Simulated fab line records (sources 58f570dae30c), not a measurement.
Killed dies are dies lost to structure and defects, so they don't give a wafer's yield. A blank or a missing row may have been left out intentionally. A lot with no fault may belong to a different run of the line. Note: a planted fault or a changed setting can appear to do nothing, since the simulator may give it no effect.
Which tool was responsible? || flow berkeley cmos170 || Sampling: 6 lots, 18 wafers, 2 of 331 route steps

## WHAT EACH GAUGE READ, for each wafer
UCB170_PLDD_TW_MEAS_11.
{"lot": "L369", "measured": "day 6 06:34", "on": "film metro-02", "PLDD_TW": "1019 1016 1020"}
{"lot": "L371", "measured": "day 6 17:31", "on": "film metro-04", "PLDD_TW": "1008 1005 1009"}
{"lot": "L375", "measured": "day 7 13:32", "on": "film metro-02", "PLDD_TW": "1069 1073 1077"}
{"lot": "L384", "measured": "day 9 07:52", "on": "film metro-04", "PLDD_TW": "999 1003 1005"}
{"lot": "L387", "measured": "day 10 09:27", "on": "film metro-03", "PLDD_TW": "1013 1007 1005"}
{"lot": "L390", "measured": "day 11 00:55", "on": "film metro-03", "PLDD_TW": "1003 1010 1012"}

## WHAT TOOL EACH LOT RAN ON (gives the tool, then ch and the chambers of the sampled wafers, and finally the start)
{"lot": "L369", "UCB170_PLDD_IMPLANT_09": "implanter-02 ch 0, day 6 06:19"}
{"lot": "L371", "UCB170_PLDD_IMPLANT_09": "implanter-02 ch 0, day 6 17:16"}
{"lot": "L375", "UCB170_PLDD_IMPLANT_09": "implanter-02 ch 0, day 7 13:19"}
{"lot": "L384", "UCB170_PLDD_IMPLANT_09": "implanter-03 ch 0, day 9 07:38"}
{"lot": "L387", "UCB170_PLDD_IMPLANT_09": "implanter-04 ch 0, day 10 09:13"}
{"lot": "L390", "UCB170_PLDD_IMPLANT_09": "implanter-04 ch 0, day 11 00:40"}
- UCB170_PLDD_IMPLANT_09

## THE ANSWER, worked out from the rows above alone
Rule: the usual values come from the lots themselves. The widest of any qualifying gaps counts: lots, ordered by their means at a reading, are off when they make up no more than a third of the lots, leave a main group of 4 or more, and stand apart from it by 3 or more times the standard deviation of that group's means. Not used: any main group whose means are identical at the precision the tables above print for the reading. Also off: a lot with no number at a reading for which 4 or more lots have one. All remaining lots with rows at the step are treated as sound.
Off: L375, at UCB170_PLDD_TW_MEAS_11 (PLDD_TW). Main group: mean 1009, sd 5.2.
A tool fits if, at a process step before that reading, it ran every lot that is off, and no sound lot after the first of them. Gauges at UCB170_PLDD_TW_MEAS_11: tried the same way as those tools. Undecided on this evidence; 2 tools fit (implanter-02 at UCB170_PLDD_IMPLANT_09, film metro-02 at UCB170_PLDD_TW_MEAS_11).

## WHAT HAD BEEN PUT IN BY THE SIMULATOR
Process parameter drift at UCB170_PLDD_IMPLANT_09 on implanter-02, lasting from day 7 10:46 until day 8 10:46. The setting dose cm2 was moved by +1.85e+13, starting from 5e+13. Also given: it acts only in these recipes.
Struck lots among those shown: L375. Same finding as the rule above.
